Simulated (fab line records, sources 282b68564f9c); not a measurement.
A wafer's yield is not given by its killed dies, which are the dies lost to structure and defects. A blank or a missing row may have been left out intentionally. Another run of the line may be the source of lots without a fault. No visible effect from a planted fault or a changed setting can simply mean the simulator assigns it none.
Split-lot experiment	flow ritCmos	5 lots, 23 wafers read, on a route of 202 steps

== THE SPLIT ==
At RIT_NLDD_COAT_01 (resist thk 1000 nm), the setting spinRpm was moved away from the recipe's 3250 rpm on 9 of the 23 wafers read, by +2.8% to +5.9%. All remaining wafers had this setting at the recipe value.

Split to reading: the file shows no intervening step.

== THE READING ==
NOVOLAK_of_NLDD_COAT_01.thkNm (the simulator's own value, which no gauge read), in nm, at RIT_NLDD_HARDBAKE_07 (time 60 s). There is no usual value for it anywhere in the file. Average 885.1 nm, standard deviation 3.7 nm, over the 14 wafers here run with the recipe.

wafer	tool, chamber at the split	spinRpm as run, rpm	against the recipe	NOVOLAK_of_NLDD_COAT_01.thkNm, nm	against lot-mates on the recipe
L074.3	lithoTrack-03, 0	3250	recipe	882.1	-
L074.4	lithoTrack-03, 0	3250	recipe	883	-
L074.5	lithoTrack-03, 0	3250	recipe	881.2	-
L077.1	lithoTrack-04, 0	3441	+5.9%	858.1	-27.4
L077.2	lithoTrack-04, 0	3441	+5.9%	859	-26.5
L077.3	lithoTrack-04, 0	3441	+5.9%	861.2	-24.3
L077.4	lithoTrack-04, 0	3250	recipe	883.8	-
L077.6	lithoTrack-04, 0	3250	recipe	887.2	-
L078.2	lithoTrack-03, 0	3250	recipe	881.9	-
L078.3	lithoTrack-03, 0	3250	recipe	887.2	-
L078.4	lithoTrack-03, 0	3250	recipe	886.3	-
L078.5	lithoTrack-03, 0	3250	recipe	882	-
L078.6	lithoTrack-03, 0	3250	recipe	886.6	-
L080.1	lithoTrack-01, 0	3250	recipe	894	-
L080.2	lithoTrack-01, 0	3341	+2.8%	876.4	-15.5
L080.3	lithoTrack-01, 0	3341	+2.8%	880.4	-11.5
L080.4	lithoTrack-01, 0	3341	+2.8%	882.7	-9.1
L080.5	lithoTrack-01, 0	3250	recipe	889.7	-
L083.1	lithoTrack-04, 0	3250	recipe	880	-
L083.2	lithoTrack-04, 0	3250	recipe	886.4	-
L083.3	lithoTrack-04, 0	3386	+4.2%	870.2	-13.0
L083.5	lithoTrack-04, 0	3386	+4.2%	868.1	-15.1
L083.6	lithoTrack-04, 0	3386	+4.2%	862.4	-20.8

THE FIT
A straight line over all 23 wafers: NOVOLAK_of_NLDD_COAT_01.thkNm changes by -4.16 nm for each +1% of spinRpm; r = -0.92; the points scatter about the line by 4.2 nm.
The same after taking each lot's own level away (the mean of its wafers on the recipe; 23 wafers): -4.28 nm for each +1%; r = -0.97; scatter 2.5 nm.
Per that fit: largest spinRpm move, reading shift of 25 nm.
From 882.10 to 891.85 nm: that is the span of the lots' own levels, equal to 2.6 times the standard deviation above.
So the lot-to-lot level changes the slope little: the two slopes agree.
Check: -24.5 nm against its lot-mates is what the line predicts for one of the wafers moved furthest among these (+5.9%) when that wafer is left out of the fit. It came out at -27.4 nm against them.

== THESE WAFERS: OTHER SPLITS ==
Note: prior to the reading, these wafers also went through further splits. Each is held against what the fit with the lots' levels taken away leaves over:
other split on the same wafers	wafers away from the commonest value	r with NOVOLAK_of_NLDD_COAT_01.thkNm (lot level and that fit taken away)
RIT_GATE_ETCH_19 rfW	11	-0.12

== THE WHOLE CHAIN: every reading that the file lists as answering this split, in the file's order ==
step	what it does	reading	change (the file's fit)	r (the file's)
RIT_NLDD_COAT_01	resist thk 1000 nm	NOVOLAK_of_NLDD_COAT_01.thkNm (the simulator's own value, which no gauge read)	-4.94 nm for each +1% of the setting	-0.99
RIT_NLDD_HARDBAKE_07	time 60 s	NOVOLAK_of_NLDD_COAT_01.thkNm (the simulator's own value, which no gauge read)	-4.26 nm for each +1% of the setting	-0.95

== FILE'S OWN FIT ==
NOVOLAK_of_NLDD_COAT_01.thkNm changes by -4.26 nm for each +1% of spinRpm, r = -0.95.
